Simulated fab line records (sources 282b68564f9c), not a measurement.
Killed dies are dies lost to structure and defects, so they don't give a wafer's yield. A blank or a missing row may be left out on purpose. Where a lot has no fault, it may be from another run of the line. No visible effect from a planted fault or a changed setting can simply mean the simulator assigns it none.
The tool behind it: which one? ; flow ritCmos ; 14 lots, 42 wafers sampled, at 3 steps of a route of 202

== WHAT EACH GAUGE READ, for each wafer ==
RIT_PWELL_TW_MEAS_10. Usual: PWELL_TW 954, standard deviation 4.5.
lot;measured;on;PWELL_TW;flag
L630;day 1 23:21;filmMetro-03;950 954 953;
L631;day 2 03:29;filmMetro-02;958 959 956;
L632;day 2 08:25;filmMetro-01;957 956 957;
L633;day 2 14:57;filmMetro-03;957 954 955;
L639;day 3 20:26;filmMetro-03;950 948 957;
L640;day 4 05:04;filmMetro-02;959 958 960;
L644;day 5 02:13;filmMetro-02;954 955 949;
L645;day 5 06:32;filmMetro-02;962 958 956;
L646;day 5 07:47;filmMetro-01;956 957 953;
L647;day 5 14:11;filmMetro-02;957 951 954;
L648;day 5 20:14;filmMetro-02;1039 1039 1039;OFF
L651;day 6 10:13;filmMetro-02;955 955 951;
L652;day 6 14:17;filmMetro-01;1040 1040 1040;OFF
L653;day 6 18:06;filmMetro-02;950 957 953;

RIT_WELLDRIVE_RS_MEAS_02: a four-point-probe measurement. Usual: PWELL_RS 429.7 ohm/sq, standard deviation 1.
lot;measured;on;PWELL_RS (ohm/sq);flag
L630;day 2 04:37;filmMetro-01;430.9 431.1 429.7;
L631;day 2 08:45;filmMetro-03;428.6 430.2 428.9;
L632;day 2 13:43;filmMetro-02;429.3 430.0 428.9;
L633;day 2 20:13;filmMetro-02;430.2 431.8 430.6;
L639;day 4 02:41;filmMetro-03;430.1 429.7 429.6;
L640;day 4 10:20;filmMetro-02;429.5 429.0 427.7;
L644;day 5 08:54;filmMetro-01;428.6 429.1 428.4;
L645;day 5 13:50;filmMetro-02;427.9 428.5 428.5;
L646;day 5 13:48;filmMetro-03;429.6 429.6 430.2;
L647;day 5 19:30;filmMetro-03;430.6 429.6 430.1;
L648;day 6 02:28;filmMetro-01;363.6 364.2 364.1;OFF
L651;day 6 15:31;filmMetro-02;429.4 428.7 429.7;
L652;day 6 19:34;filmMetro-01;365.6 365.5 366.5;OFF
L653;day 6 23:22;filmMetro-02;430.7 430.9 429.3;

== EACH LOT AND THE TOOL THAT RAN IT (in order: tool; ch and the chambers of the sampled wafers; start) ==
lot;RIT_PWELL_IMPLANT_08
L630;implanter-04 ch 0, day 1 23:01
L631;implanter-03 ch 0, day 2 03:10
L632;implanter-02 ch 0, day 2 08:07
L633;implanter-04 ch 0, day 2 14:38
L639;implanter-02 ch 0, day 3 20:06
L640;implanter-02 ch 0, day 4 04:45
L644;implanter-02 ch 0, day 5 01:54
L645;implanter-03 ch 0, day 5 06:15
L646;implanter-04 ch 0, day 5 07:27
L647;implanter-03 ch 0, day 5 13:52
L648;implanter-03 ch 0, day 5 19:56
L651;implanter-04 ch 0, day 6 09:55
L652;implanter-03 ch 0, day 6 14:00
L653;implanter-02 ch 0, day 6 17:47
- RIT_PWELL_IMPLANT_08

== AS READ BY THE TOOLS THEMSELVES (means over the sampled wafers that have a number; for cases with no such wafer, the mark the record gives instead) ==
RIT_PWELL_IMPLANT_08. Usual: beamOnS 10.00 s, standard deviation 0.22; doseIonsCm2 7e+13, standard deviation 7e+10; faradayCurrentUA 222, standard deviation 4.8.
lot;tool;beamOnS (s);doseIonsCm2;faradayCurrentUA;flag
L630;implanter-04;9.93;7e+13;223;
L631;implanter-03;9.99;7e+13;223;
L632;implanter-02;10.17;7e+13;219;
L633;implanter-04;9.90;7e+13;225;
L639;implanter-02;10.14;7e+13;219;
L640;implanter-02;9.71;7e+13;228;
L644;implanter-02;9.75;7e+13;227;
L645;implanter-03;10.21;7e+13;217;
L646;implanter-04;9.86;7e+13;225;
L647;implanter-03;10.11;7e+13;220;
L648;implanter-03;9.84;9e+13;293;OFF
L651;implanter-04;10.01;7e+13;221;
L652;implanter-03;10.01;9e+13;288;OFF
L653;implanter-02;10.01;7e+13;222;

== THE ANSWER, worked out from the rows above alone ==
Rule: lot off if the mean of its wafers having a number is beyond 3 standard deviations from the usual mean. A lot without any number at a reading at which 4 lots or more have one is off too. Where the step has rows for the other lots, those lots are counted as sound. The gauges are gone through in route order, then the tools' own readings, and for those a lot's mean is taken as printed above. The first step at which some lot is off is used, and at that step the reading that is off furthest; a lot without a number counts as furthest.
Off: L648, L652, seen at RIT_PWELL_TW_MEAS_10 (PWELL_TW).
A tool fits if, at a process step before that reading, it ran every lot that is off, and no sound lot after the first of them. Not tried: the gauges at RIT_PWELL_TW_MEAS_10; whatever is off there is also off at RIT_PWELL_IMPLANT_08, on other tools, and gauge error can't account for it. One fits: implanter-03 at RIT_PWELL_IMPLANT_08. Its last sound lot is L647 (day 5 13:52), its first lot that is off L648 (day 5 19:56): a fault that began between those two fits.
The tool's own readings at RIT_PWELL_IMPLANT_08 bear it out: on the lots that are off they differ by more than 5 times the standard deviation of the sound lots' means. doseIonsCm2 reads 9e+13 there against 7e+13 on the sound lots; faradayCurrentUA reads 290 there against 222 on the sound lots.

== WHAT WAS PUT IN BY THE SIMULATOR ==
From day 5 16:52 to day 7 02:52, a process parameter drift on implanter-03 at RIT_PWELL_IMPLANT_08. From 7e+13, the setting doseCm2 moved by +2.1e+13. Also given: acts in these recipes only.
Struck lots among those shown: L648, L652. The same result came from the rule above.
